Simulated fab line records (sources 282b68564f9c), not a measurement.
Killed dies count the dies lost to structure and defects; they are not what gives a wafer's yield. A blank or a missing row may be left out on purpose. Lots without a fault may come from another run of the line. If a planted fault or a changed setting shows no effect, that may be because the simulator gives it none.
Chamber matching / flow ritCmos / 4 sister chambers for RIT_FOX2_CLEAN_02 on wetBench-04
The step cleans in dHF, time 180 s. 14 wafers are shown with their chamber, then 7 later ones without.

WAFERS PAIRED WITH THEIR CHAMBERS
wafer=L290.2; chamber=1; runLengthS (s)=207
wafer=L290.5; chamber=1; runLengthS (s)=207
wafer=L290.6; chamber=1; runLengthS (s)=207
wafer=L291.1; chamber=3; runLengthS (s)=205
wafer=L291.4; chamber=3; runLengthS (s)=205
wafer=L291.6; chamber=3; runLengthS (s)=205
wafer=L293.2; chamber=0; runLengthS (s)=207
wafer=L293.3; chamber=0; runLengthS (s)=207
wafer=L293.6; chamber=0; runLengthS (s)=207
wafer=L303.2; chamber=3; runLengthS (s)=206
wafer=L303.3; chamber=3; runLengthS (s)=206
wafer=L303.4; chamber=3; runLengthS (s)=206
wafer=L308.1; chamber=2; runLengthS (s)=205
wafer=L308.3; chamber=2; runLengthS (s)=205

SIGNATURES (averages over the wafers above)
reading=runLengthS; chamber 0=207.00; chamber 1=207.00; chamber 2=205.00; chamber 3=205.50; scatter within a chamber=0.387
Rule: for each reading, subtract the chamber's mean from the wafer's reading, divide by that reading's scatter and square the result; add these up over the readings and take the root, which gives the wafer's distance from the chamber. If the next closest chamber is less than 2 further off than the closest, the wafer can't be placed; otherwise it belongs to the closest. The scatter is the square root of a quotient: the sum, over the shown wafers, of each reading's squared deviation from its chamber's mean, divided by wafers minus chambers.

WAFERS WHOSE CHAMBER IS MISSING
wafer=L308.5; runLengthS (s)=205
wafer=L310.2; runLengthS (s)=203
wafer=L310.3; runLengthS (s)=203
wafer=L310.5; runLengthS (s)=203
wafer=L311.2; runLengthS (s)=214
wafer=L311.4; runLengthS (s)=214
wafer=L311.6; runLengthS (s)=214

WHICH CHAMBER EACH ONE RAN IN
wafer=L308.5; from the rows above=can't be placed: 2 or 3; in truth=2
wafer=L310.2; from the rows above=can't be placed: 2 or 3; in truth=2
wafer=L310.3; from the rows above=can't be placed: 2 or 3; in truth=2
wafer=L310.5; from the rows above=can't be placed: 2 or 3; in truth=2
wafer=L311.2; from the rows above=can't be placed: 0 or 1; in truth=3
wafer=L311.4; from the rows above=can't be placed: 0 or 1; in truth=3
wafer=L311.6; from the rows above=can't be placed: 0 or 1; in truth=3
0 of 7 placed correctly. Unplaceable from these rows: 7, with the true chamber sitting among the candidates in 4. 0 placed wrongly.
